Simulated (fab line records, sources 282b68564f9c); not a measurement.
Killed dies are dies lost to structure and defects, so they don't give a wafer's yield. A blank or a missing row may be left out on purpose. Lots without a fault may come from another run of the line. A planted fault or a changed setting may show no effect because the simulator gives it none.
fab line records | flow rit_cmos | part 1 of 2: steps 1 to 32 of 33
record lots=5 wafers=23
route steps=202 shown ACTIVE@9 FOX2@23 NWELL@33 NRETRO@61 PRETRO@71 GATE@78 M1@202
start_h: hours from the record's first day to the start of the lot's first wafer shown | wait_h: hours since the lot's step before | " the same as in the row above | L1.1+2: a row that stands for several wafers | - no value, or no start given | * or withheld: withheld | < > ~ a bound
route shown NAME@n: a module of which the file shows steps, and the number in the route of the first | usual: mean/standard deviation of fault-free wafers | same: alike in all rows | chamber/n: place in a boat | sites: the reading at each site | _std_site: their standard deviation | _edge_site: outer sites' mean less inner sites' | radius_mm: how far each site lies from the wafer's centre | mask NAME#n: copy n | behind: the tool/chamber that last shaped the wafer | hold: why the lot was held/for how many hours/how that ended | device: the transistor (n, p or np) that didn't switch | end of line: the same wafers' tests at the end of the route | a step without rows: its recipe alone | killed: dies lost to structure and defects at the first sort, not the wafer's yield | map: a wafer's dies, x killed, . not, _ none there
set.NAME: the setting as run; set.NAME@STEP: as run at that earlier step | model.NAME: the simulator's own value behind a step, which no gauge read
lots whose settings were changed on purpose; a table a step, a row a wafer
## steps
# step RIT_ACTIVE_EXPOSE_08
# recipe mask_id=M1 na=0.6 source_shape=conventional sigma_outer=0.6 target_cd_nm=1400 dose_mj=225
# columns lot.wafer tool chamber start_h wait_h mask set.dose_mj
L074.1+2+5 iline_stepper-02 0 15.02 0.2 M1#0 225
L075.1+6 iline_stepper-01 0 19.48 0.2 M1#0 225
L075.2+4+5 " 0 " " M1#0 217.5
L079.1+2+4+5+6 iline_stepper-02 0 41.40 0.2 M1#0 225
L080.1+6 iline_stepper-02 0 44.31 0.1 M1#0 225
L080.2+4+5 " 0 " " M1#0 211.4
L085.1+2+3+4+6 iline_stepper-01 0 70.04 0.2 M1#0 225
# step RIT_ACTIVE_PEB_09
# recipe resist=NOVOLAK temp_c=withheld time_s=withheld
# step RIT_ACTIVE_DEVELOP_10
# recipe resist=NOVOLAK develop_time_s=50 dev_temp_c=23
# step RIT_ACTIVE_CD_MEAS_11
# recipe target_cd_nm=1400
# usual cd_nm=1399.7/2.3
# columns lot.wafer tool chamber start_h wait_h set.dose_mj@ACTIVE_EXPOSE_08 cd_nm
L074.1 cd_sem-02 - 15.42 - 225 1401.0
L074.2 " - " " 225 1400.2
L074.5 " - " " 225 1399.7
L075.1 cd_sem-01 - 19.88 - 225 1398.5
L075.2 " - " " 217.5 1408.7
L075.4 " - " " 217.5 1409.5
L075.5 " - " " 217.5 1408.4
L075.6 " - " " 225 1398.7
L079.1 cd_sem-02 - 41.80 - 225 1399.3
L079.2 " - " " 225 1400.4
L079.4 " - " " 225 1398.9
L079.5 " - " " 225 1399.9
L079.6 " - " " 225 1399.3
L080.1 cd_sem-02 - 44.71 - 225 1397.4
L080.2 " - " " 211.4 1417.3
L080.4 " - " " 211.4 1415.3
L080.5 " - " " 211.4 1416.2
L080.6 " - " " 225 1398.8
L085.1 cd_sem-01 - 70.44 - 225 1397.4
L085.2 " - " " 225 1400.1
L085.3 " - " " 225 1397.5
L085.4 " - " " 225 1399.3
L085.6 " - " " 225 1399.1
# step RIT_ACTIVE_ETCH_13
# recipe stop_on=SiO2 chemistry=SF6 target=Si3N4 time_s=210 over_etch_frac=0.4 SF6_flow_sccm=200 pressure_mtorr=260 rf_w=125 target_depth_a=2100
# columns lot.wafer tool chamber start_h wait_h set.pressure_mtorr set.dose_mj@ACTIVE_EXPOSE_08 model.ACTIVE.cd_nm
L074.1 rie_diel-04 1 15.69 0.1 260 225 1401
L074.2+5 " 3,1 " " 260 225 1400
L075.1+6 rie_diel-01 0 20.15 0.1 260 225 1399
L075.2+4+5 " 2,1,3 " " 260 217.5 1409
L079.1+4+6 rie_diel-01 2,3,0 42.07 0.1 231.8 225 1399
L079.2+5 " 0,1 " " 231.8 225 1400
L080.1 rie_diel-03 1 44.98 0.1 278.8 225 1397
L080.2 " 3 " " 278.8 211.4 1417
L080.4 " 2 " " 278.8 211.4 1415
L080.5 " 0 " " 278.8 211.4 1416
L080.6 " 1 " " 278.8 225 1398
L085.1+3 rie_diel-04 1,3 70.71 0.1 260 225 1398
L085.2 " 0 " " 260 225 1400
L085.4 " 2 " " 260 225 1399
L085.6 " 0 " " 260 225 -
# step RIT_ACTIVE_STRIP_14
# recipe chemistry=O2 time_s=180 resist=NOVOLAK platen_temp_c=withheld power_w=500 pressure_mtorr=4000 o2_flow_sccm=4000
# step RIT_ACTIVE_CD_MEAS_90
# recipe target_cd_nm=1400
# usual cd_nm=1399.7/2.2
# columns lot.wafer tool chamber start_h wait_h set.dose_mj@ACTIVE_EXPOSE_08 cd_nm
L074.1 cd_sem-01 - 16.00 0.1 225 1401.1
L074.2 " - " " 225 1400.2
L074.5 " - " " 225 1400.2
L075.1 cd_sem-01 - 20.46 0.1 225 1398.9
L075.2 " - " " 217.5 1408.9
L075.4 " - " " 217.5 1409.3
L075.5 " - " " 217.5 1408.4
L075.6 " - " " 225 1398.8
L079.1 cd_sem-01 - 42.38 0.1 225 1399.3
L079.2 " - " " 225 1400.4
L079.4 " - " " 225 1399.1
L079.5 " - " " 225 1400.5
L079.6 " - " " 225 1399.2
L080.1 cd_sem-01 - 45.29 0.1 225 1397.6
L080.2 " - " " 211.4 1417.4
L080.4 " - " " 211.4 1415.1
L080.5 " - " " 211.4 1416.3
L080.6 " - " " 225 1398.5
L085.1 cd_sem-01 - 71.02 0.1 225 1397.8
L085.2 " - " " 225 1400.3
L085.3 " - " " 225 1398.0
L085.4 " - " " 225 1399.2
L085.6 " - " " 225 1399.4
# step RIT_FOX2_OXIDATION_00
# recipe temp_c=1100 ambient=H2O target_thk_a=3507 p_h2o_torr=720 ox_time_s=1130
# columns lot.wafer tool chamber start_h wait_h set.temp_c model.SiO2_of_FOX2_OXIDATION_00.thk_nm
L074.1+2 furnace-01 0 18.76 0.0 1100 349.4
L074.5 " 0 " " 1100 353.3
L075.1 - - - 0.9 1072 300.9
L075.2 " - " " 1072 295.1
L075.4 " - " " 1072 301.5
L075.5 " - " " 1072 294.3
L075.6 " - " " 1072 294.8
L079.1 - - - 0.0 1071 290.7
L079.2 " - " " 1071 292.8
L079.4+6 " - " " 1071 283.4
L079.5 " - " " 1071 289.2
L080.1 - - - 0.9 1120 376.2
L080.2 " - " " 1120 368.9
L080.4 " - " " 1120 370.9
L080.5 " - " " 1120 369.3
L080.6 " - " " 1120 368.8
L085.1 - - - 0.0 1068 294.9
L085.2 " - " " 1068 302.3
L085.3+6 " - " " 1068 302
L085.4 " - " " 1068 298.7
# step RIT_FOX2_THK_MEAS_01
# recipe reads=SiO2_of_FOX2_OXIDATION_00
# usual FOX2_OXIDE_THK=349/7.6
# columns lot.wafer tool chamber start_h wait_h set.temp_c@FOX2_OXIDATION_00 FOX2_OXIDE_THK[nm]
L074.1 film_metro-03 - 20.07 0.0 1100 349
L074.2 " - " " 1100 350
L074.5 " - " " 1100 354
L075.1 film_metro-01 - - - 1072 301
L075.2 " - " " 1072 295
L075.4 " - " " 1072 301
L075.5 " - " " 1072 294
L075.6 " - " " 1072 295
L079.1 film_metro-04 - - - 1071 291
L079.2 " - " " 1071 293
L079.4 " - " " 1071 283
L079.5 " - " " 1071 289
L079.6 " - " " 1071 283
L080.1 film_metro-04 - - - 1120 376
L080.2 " - " " 1120 369
L080.4 " - " " 1120 371
L080.5 " - " " 1120 369
L080.6 " - " " 1120 369
L085.1 film_metro-01 - - - 1068 295
L085.2 " - " " 1068 302
L085.3 " - " " 1068 302
L085.4 " - " " 1068 299
L085.6 " - " " 1068 302
# step RIT_FOX2_CLEAN_02
# recipe chemistry=dHF dilution=50:1 time_s=180
# step RIT_FOX2_WET_ETCH_03
# recipe chemistry=H3PO4 target=Si3N4 target_depth_nm=195 temp_c=165 time_s=2700
# step RIT_FOX2_THK_MEAS_90
# recipe reads=SiO2_of_FOX2_OXIDATION_00
# usual FIELD_OXIDE_LEFT_1_THK=322/7.5
# columns lot.wafer tool chamber start_h wait_h set.temp_c@FOX2_OXIDATION_00 FIELD_OXIDE_LEFT_1_THK[nm]
L074.1 film_metro-01 - 20.96 0.0 1100 322
L074.2 " - " " 1100 322
L074.5 " - " " 1100 326
L075.1 film_metro-03 - 26.63 0.0 1072 273
L075.2 " - " " 1072 268
L075.4 " - " " 1072 274
L075.5 " - " " 1072 267
L075.6 " - " " 1072 267
L079.1 film_metro-01 - 46.62 0.0 1071 263
L079.2 " - " " 1071 265
L079.4 " - " " 1071 256
L079.5 " - " " 1071 262
L079.6 " - " " 1071 256
L080.1 film_metro-04 - 51.81 0.0 1120 349
L080.2 " - " " 1120 341
L080.4 " - " " 1120 343
L080.5 " - " " 1120 342
L080.6 " - " " 1120 341
L085.1 film_metro-04 - 76.91 0.0 1068 267
L085.2 " - " " 1068 275
L085.3 " - " " 1068 274
L085.4 " - " " 1068 271
L085.6 " - " " 1068 274
# step RIT_NWELL_DEVELOP_05
# recipe resist=NOVOLAK develop_time_s=68 dev_temp_c=23
# columns lot.wafer tool chamber start_h wait_h set.develop_time_s
L074.1+2+5 litho_track-01 0 - - 68
L075.1+5+6 litho_track-04 0 - - 68
L075.2+4 " 0 " " 59.99
L079.1+4+5 litho_track-01 0 - - 68
L079.2+6 " 0 " " 74.21
L080.1+5 litho_track-02 0 - - 62.67
L080.2+4+6 " 0 " " 68
L085.1+2+6 litho_track-04 0 - - 75
L085.3+4 " 0 " " 68
# step RIT_NRETRO_IMPLANT_08
# recipe species=P energy_kev=70 dose_cm2=1e+13 tilt_deg=7
# columns lot.wafer tool chamber start_h wait_h set.energy_kev model.implant.rp_nm model.implant.drp_nm
L074.1+2+5 implanter-02 0 31.48 0.2 70 85.04 33.94
L075.1+6 implanter-01 0 36.80 0.2 72.6 87.11 35
L075.2+4+5 " 0 " " 70 83.91 33.94
L079.1+2+5 implanter-01 0 57.35 0.2 73.82 90.96 35.49
L079.4+6 " 0 " " 70 86.13 33.94
L080.1+4 implanter-03 0 61.82 0.2 74.05 89.28 35.58
L080.2+5+6 " 0 " " 70 84.27 33.94
L085.1+2+3+4+6 implanter-03 0 87.21 0.2 70 84.39 33.94
# step RIT_NRETRO_STRIP_09
# recipe chemistry=O2 time_s=180 resist=NOVOLAK platen_temp_c=withheld power_w=500 pressure_mtorr=4000 o2_flow_sccm=4000
# step RIT_NRETRO_TW_MEAS_10
# usual NRETRO_TW=1054/3.8
# columns lot.wafer tool chamber start_h wait_h set.energy_kev@NRETRO_IMPLANT_08 NRETRO_TW
L074.1 film_metro-02 - 31.81 0.1 70 1050
L074.2 " - " " 70 1050
L074.5 " - " " 70 1049
L075.1 film_metro-04 - 37.12 0.1 72.6 1057
L075.2 " - " " 70 1057
L075.4 " - " " 70 1060
L075.5 " - " " 70 1052
L075.6 " - " " 72.6 1064
L079.1 film_metro-01 - 57.68 0.1 73.82 1074
L079.2 " - " " 73.82 1066
L079.4 " - " " 70 1053
L079.5 " - " " 73.82 1065
L079.6 " - " " 70 1051
L080.1 film_metro-02 - 62.14 0.1 74.05 1067
L080.2 " - " " 70 1051
L080.4 " - " " 74.05 1061
L080.5 " - " " 70 1049
L080.6 " - " " 70 1048
L085.1 film_metro-04 - 87.53 0.1 70 1049
L085.2 " - " " 70 1051
L085.3 " - " " 70 1046
L085.4 " - " " 70 1053
L085.6 " - " " 70 1052
# step RIT_PRETRO_HARDBAKE_07
# recipe resist=NOVOLAK temp_c=140 time_s=120
# columns lot.wafer tool chamber start_h wait_h set.temp_c model.NOVOLAK_of_PRETRO_COAT_01.thk_nm
L074.1+5 litho_track-01 0 33.07 0.0 140 1140
L074.2 " 0 " " 140 1138
L075.1+4 litho_track-03 0 38.27 0.0 136.1 1149
L075.2 " 0 " " 136.1 1150
L075.5 " 0 " " 140 1140
L075.6 " 0 " " 140 1141
L079.1+4 litho_track-01 0 58.65 0.0 136 1145
L079.2 " 0 " " 140 1137
L079.5 " 0 " " 136 1143
L079.6 " 0 " " 140 1136
L080.1+4+6 litho_track-02 0 63.24 0.0 140 1137
L080.2 " 0 " " 140 1135
L080.5 " 0 " " 140 1140
L085.1+2+4 litho_track-01 0 88.51 0.0 140 1137
L085.3 " 0 " " 140 1140
L085.6 " 0 " " 140 1143
# step RIT_PRETRO_IMPLANT_08
# recipe species=B energy_kev=45 dose_cm2=1.2e+13 tilt_deg=7
# columns lot.wafer tool chamber start_h wait_h set.dose_cm2
L074.1+2+5 implanter-01 0 33.32 0.2 1.2e+13
L075.1+2+4+5+6 implanter-03 0 38.52 0.2 1.2e+13
L079.1+4+6 implanter-03 0 58.90 0.2 1.124e+13
L079.2+5 " 0 " " 1.2e+13
L080.1+5+6 implanter-01 0 63.49 0.2 1.255e+13
L080.2+4 " 0 " " 1.2e+13
L085.1+3+4 implanter-04 0 88.76 0.2 1.2e+13
L085.2+6 " 0 " " 1.169e+13
# step RIT_PRETRO_STRIP_09
# recipe chemistry=O2 time_s=180 resist=NOVOLAK platen_temp_c=withheld power_w=500 pressure_mtorr=4000 o2_flow_sccm=4000
# step RIT_GATE_CLEAN_03
# recipe chemistry=SC2 mix=3:3:50 time_s=600 temp_c=75 dry=n2_spin
# step RIT_GATE_CLEAN_04
# recipe chemistry=dHF dilution=50:1 time_s=60 dry=n2_spin
# step RIT_FOX2_THK_MEAS_91
# recipe reads=SiO2_of_FOX2_OXIDATION_00
# usual FIELD_OXIDE_LEFT_2_THK=254/7.4
# columns lot.wafer tool chamber start_h wait_h set.temp_c@FOX2_OXIDATION_00 FIELD_OXIDE_LEFT_2_THK[nm]
L074.1 film_metro-03 - 34.13 0.0 1100 254
L074.2 " - " " 1100 254
L074.5 " - " " 1100 258
L075.1 film_metro-04 - 39.32 0.0 1072 205
L075.2 " - " " 1072 200
L075.4 " - " " 1072 206
L075.5 " - " " 1072 198
L075.6 " - " " 1072 199
L079.1 film_metro-03 - 59.74 0.0 1071 196
L079.2 " - " " 1071 198
L079.4 " - " " 1071 189
L079.5 " - " " 1071 195
L079.6 " - " " 1071 188
L080.1 film_metro-04 - 64.29 0.0 1120 281
L080.2 " - " " 1120 273
L080.4 " - " " 1120 275
L080.5 " - " " 1120 274
L080.6 " - " " 1120 273
L085.1 film_metro-03 - 89.56 0.0 1068 199
L085.2 " - " " 1068 207
L085.3 " - " " 1068 206
L085.4 " - " " 1068 203
L085.6 " - " " 1068 206
# step RIT_GATE_CVD_08
# recipe material=poly-Si target_thk_nm=250 temp_c=610 precursor=SiH4 time_s=2220 pressure_mtorr=300 sih4_flow_sccm=100
# columns lot.wafer tool chamber start_h wait_h set.temp_c model.poly-Si_of_GATE_CVD_08.thk_nm
L074.1 lpcvd-01 1 40.76 1.4 610 248.4
L074.2 " 1 " " 610 249.5
L074.5 " 1 " " 610 247
L075.1 - - - 0.2 604 217
L075.2 " - " " 604 217.4
L075.4 " - " " 604 216.5
L075.5 " - " " 604 217.1
L075.6 " - " " 604 217.9
L079.1 - - - 1.1 622.6 335.7
L079.2 " - " " 622.6 337.4
L079.4+6 " - " " 622.6 336.7
L079.5 " - " " 622.6 336.5
L080.1 - - - 0.1 597.8 187.5
L080.2 " - " " 597.8 186.8
L080.4 " - " " 597.8 187
L080.5 " - " " 597.8 186.6
L080.6 " - " " 597.8 186.4
L085.1 - - - 0.1 621.4 325.8
L085.2 " - " " 621.4 325.6
L085.3 " - " " 621.4 326.4
L085.4 " - " " 621.4 327.8
L085.6 " - " " 621.4 327.4
# step RIT_GATE_THK_MEAS_09
# recipe reads=poly-Si_of_GATE_CVD_08
# usual GATE_POLY_THK=250.9/1.8
# columns lot.wafer tool chamber start_h wait_h set.temp_c@GATE_CVD_08 GATE_POLY_THK[nm]
L074.1 film_metro-03 - 42.38 0.0 610 248.2
L074.2 " - " " 610 249.2
L074.5 " - " " 610 246.8
L075.1 film_metro-04 - - - 604 217.0
L075.2 " - " " 604 217.2
L075.4 " - " " 604 216.4
L075.5 " - " " 604 217.1
L075.6 " - " " 604 218.0
L079.1 film_metro-03 - - - 622.6 335.7
L079.2 " - " " 622.6 337.3
L079.4 " - " " 622.6 336.9
L079.5 " - " " 622.6 336.6
L079.6 " - " " 622.6 336.6
L080.1 film_metro-04 - - - 597.8 187.6
L080.2 " - " " 597.8 186.7
L080.4 " - " " 597.8 187.2
L080.5 " - " " 597.8 186.6
L080.6 " - " " 597.8 186.4
L085.1 film_metro-03 - - - 621.4 325.8
L085.2 " - " " 621.4 325.5
L085.3 " - " " 621.4 326.5
L085.4 " - " " 621.4 327.9
L085.6 " - " " 621.4 327.3
# step RIT_GATE_EXPOSE_13
# recipe mask_id=M6 na=0.6 source_shape=conventional sigma_outer=0.6 target_cd_nm=150 dose_mj=380
# columns lot.wafer tool chamber start_h wait_h mask set.dose_mj
L074.1+2+5 iline_stepper-02 0 43.02 0.2 M6#0 380
L075.1+5 iline_stepper-02 0 43.13 0.3 M6#0 391.9
L075.2+4+6 " 0 " " M6#0 380
L079.1+4 iline_stepper-02 0 66.51 0.2 M6#0 354.9
L079.2+5+6 " 0 " " M6#0 380
L080.1+2+4 iline_stepper-02 0 68.53 0.1 M6#0 371.8
L080.5+6 " 0 " " M6#0 380
L085.1+2+3 iline_stepper-02 0 95.80 0.1 M6#0 380
L085.4+6 " 0 " " M6#0 394.3
# step RIT_GATE_PEB_14
# recipe resist=NOVOLAK temp_c=withheld time_s=withheld
# step RIT_GATE_DEVELOP_15
# recipe resist=NOVOLAK develop_time_s=50 dev_temp_c=23
# step RIT_GATE_CD_MEAS_16
# recipe target_cd_nm=150
# usual cd_nm=148.8/2.8
# columns lot.wafer tool chamber start_h wait_h set.dose_mj@GATE_EXPOSE_13 cd_nm
L074.1 cd_sem-02 - 43.42 - 380 146.1
L074.2 " - " " 380 147.2
L074.5 " - " " 380 146.9
L075.1 cd_sem-01 - 43.69 - 391.9 134.1
L075.2 " - " " 380 147.7
L075.4 " - " " 380 151.9
L075.5 " - " " 391.9 136.3
L075.6 " - " " 380 148.0
L079.1 cd_sem-02 - 67.03 - 354.9 183.4
L079.2 " - " " 380 145.2
L079.4 " - " " 354.9 182.8
L079.5 " - " " 380 147.1
L079.6 " - " " 380 146.0
L080.1 cd_sem-02 - 68.93 - 371.8 156.7
L080.2 " - " " 371.8 159.1
L080.4 " - " " 371.8 163.1
L080.5 " - " " 380 149.9
L080.6 " - " " 380 149.7
L085.1 cd_sem-01 - 96.20 - 380 153.7
L085.2 " - " " 380 150.6
L085.3 " - " " 380 151.1
L085.4 " - " " 394.3 132.3
L085.6 " - " " 394.3 132.9
# step RIT_GATE_HARDBAKE_18
# recipe resist=NOVOLAK temp_c=140 time_s=60
# step RIT_GATE_ETCH_19
# recipe chemistry=SF6/CHF3/O2 time_s=165 SF6_flow_sccm=30 CHF3_flow_sccm=30 O2_flow_sccm=5 target=poly-Si pressure_mtorr=40 rf_w=160 target_depth_a=3125 over_etch_frac=0.25 stop_on=SiO2
# usual oes_product_au=0.848/0.018
# columns lot.wafer tool chamber start_h wait_h set.temp_c@GATE_CVD_08 oes_product_au model.GATE.feature_depth_nm model.etch.depth_nm
L074.1 rie_si-02 0 43.82 0.1 610 0.851 248.4 248.4
L074.2 " 3 " " 610 0.868 249.5 249.5
L074.5 " 1 " " 610 0.831 247 247
L075.1 rie_si-01 2 44.00 0.1 604 0.755 217 217
L075.2 " 3 " " 604 0.763 217.4 217.4
L075.4 " 1 " " 604 0.742 216.5 216.5
L075.5 " 1 " " 604 0.752 217.1 217.1
L075.6 " 2 " " 604 0.754 217.9 217.9
L079.1 rie_si-01 3 67.33 0.1 622.6 0.987 312.2 312.2
L079.2 " 0 " " 622.6 0.989 303 303
L079.4 " 1 " " 622.6 0.985 315.7 315.7
L079.5 " 3 " " 622.6 0.980 313.3 313.3
L079.6 " 2 " " 622.6 0.970 306.9 306.9
L080.1 rie_si-02 3 69.24 0.1 597.8 0.707 187.5 187.5
L080.2 " 0 " " 597.8 0.706 186.8 186.8
L080.4 " 2 " " 597.8 0.717 187 187
L080.5 " 2 " " 597.8 0.714 186.6 186.6
L080.6 " 1 " " 597.8 0.688 186.4 186.4
L085.1 rie_si-01 3 96.50 0.1 621.4 0.988 312.1 312.1
L085.2 " 2 " " 621.4 0.972 310.6 310.6
L085.3 " 0 " " 621.4 0.985 304.4 304.4
L085.4 " 1 " " 621.4 0.978 318.5 318.5
L085.6 " 2 " " 621.4 0.973 306.8 306.8
# step RIT_GATE_STRIP_20
# recipe chemistry=O2 time_s=180 resist=NOVOLAK platen_temp_c=withheld power_w=500 pressure_mtorr=4000 o2_flow_sccm=4000
# step RIT_GATE_CD_MEAS_90
# recipe target_cd_nm=150
# usual cd_nm=148.8/2.8
# columns lot.wafer tool chamber start_h wait_h set.dose_mj@GATE_EXPOSE_13 cd_nm
L074.1 cd_sem-02 - 44.11 0.1 380 146.0
L074.2 " - " " 380 147.3
L074.5 " - " " 380 147.1
L075.1 cd_sem-01 - 44.28 0.1 391.9 134.1
L075.2 " - " " 380 148.0
L075.4 " - " " 380 151.7
L075.5 " - " " 391.9 136.1
L075.6 " - " " 380 147.7
L079.1 cd_sem-01 - 67.62 0.1 354.9 183.3
L079.2 " - " " 380 145.4
L079.4 " - " " 354.9 182.6
L079.5 " - " " 380 146.8
L079.6 " - " " 380 146.5
L080.1 cd_sem-01 - 69.52 0.1 371.8 157.0
L080.2 " - " " 371.8 159.2
L080.4 " - " " 371.8 163.4
L080.5 " - " " 380 150.4
L080.6 " - " " 380 149.3
L085.1 cd_sem-01 - 96.79 0.1 380 153.9
L085.2 " - " " 380 150.3
L085.3 " - " " 380 151.5
L085.4 " - " " 394.3 132.5
L085.6 " - " " 394.3 132.7
## key
split step=RIT_ACTIVE_EXPOSE_08 setting=dose_mj stated=225 by=wafer
response step=RIT_ACTIVE_CD_MEAS_11 reading=cd_nm change=-3.02 per=1% r=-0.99
response step=RIT_ACTIVE_ETCH_13 reading=model.ACTIVE.cd_nm change=-3.05 per=1% r=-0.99
response step=RIT_ACTIVE_CD_MEAS_90 reading=cd_nm change=-3 per=1% r=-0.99
split step=RIT_ACTIVE_ETCH_13 setting=pressure_mtorr stated=260 by=lot
response none clear
split step=RIT_FOX2_OXIDATION_00 setting=temp_c stated=1100 by=lot
response step=RIT_FOX2_OXIDATION_00 reading=model.SiO2_of_FOX2_OXIDATION_00.thk_nm change=+17.1 per=1% r=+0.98
response step=RIT_FOX2_THK_MEAS_01 reading=FOX2_OXIDE_THK change=+17.1 per=1% r=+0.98
response step=RIT_FOX2_THK_MEAS_90 reading=FIELD_OXIDE_LEFT_1_THK change=+17.2 per=1% r=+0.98
response step=RIT_FOX2_THK_MEAS_91 reading=FIELD_OXIDE_LEFT_2_THK change=+17.2 per=1% r=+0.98
split step=RIT_NWELL_DEVELOP_05 setting=develop_time_s stated=68 by=wafer
response step=RIT_M1_PROBE_99 reading=model.etest.nmos_0p3.r_on_ohm_um change=-5.56 per=1% r=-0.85
split step=RIT_NRETRO_IMPLANT_08 setting=energy_kev stated=70 by=wafer
response step=RIT_NRETRO_IMPLANT_08 reading=model.implant.rp_nm change=+0.873 per=1% r=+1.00
response step=RIT_NRETRO_IMPLANT_08 reading=model.implant.drp_nm change=+0.284 per=1% r=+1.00
response step=RIT_NRETRO_TW_MEAS_10 reading=NRETRO_TW change=+2.48 per=1% r=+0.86
split step=RIT_PRETRO_HARDBAKE_07 setting=temp_c stated=140 by=wafer
response step=RIT_PRETRO_HARDBAKE_07 reading=model.NOVOLAK_of_PRETRO_COAT_01.thk_nm change=-2.89 per=1% r=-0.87
split step=RIT_PRETRO_IMPLANT_08 setting=dose_cm2 stated=1.2e+13 by=wafer
response none clear
split step=RIT_GATE_CVD_08 setting=temp_c stated=610 by=lot
response step=RIT_GATE_CVD_08 reading=model.poly-Si_of_GATE_CVD_08.thk_nm change=+37.3 per=1% r=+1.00
response step=RIT_GATE_THK_MEAS_09 reading=GATE_POLY_THK change=+37.3 per=1% r=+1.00
response step=RIT_GATE_ETCH_19 reading=oes_product_au change=+0.0712 per=1% r=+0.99
response step=RIT_GATE_ETCH_19 reading=model.GATE.feature_depth_nm change=+31.2 per=1% r=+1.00
response step=RIT_GATE_ETCH_19 reading=model.etch.depth_nm change=+31.2 per=1% r=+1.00
split step=RIT_GATE_EXPOSE_13 setting=dose_mj stated=380 by=wafer
response step=RIT_GATE_CD_MEAS_16 reading=cd_nm change=-5.28 per=1% r=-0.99
response step=RIT_GATE_CD_MEAS_90 reading=cd_nm change=-5.27 per=1% r=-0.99
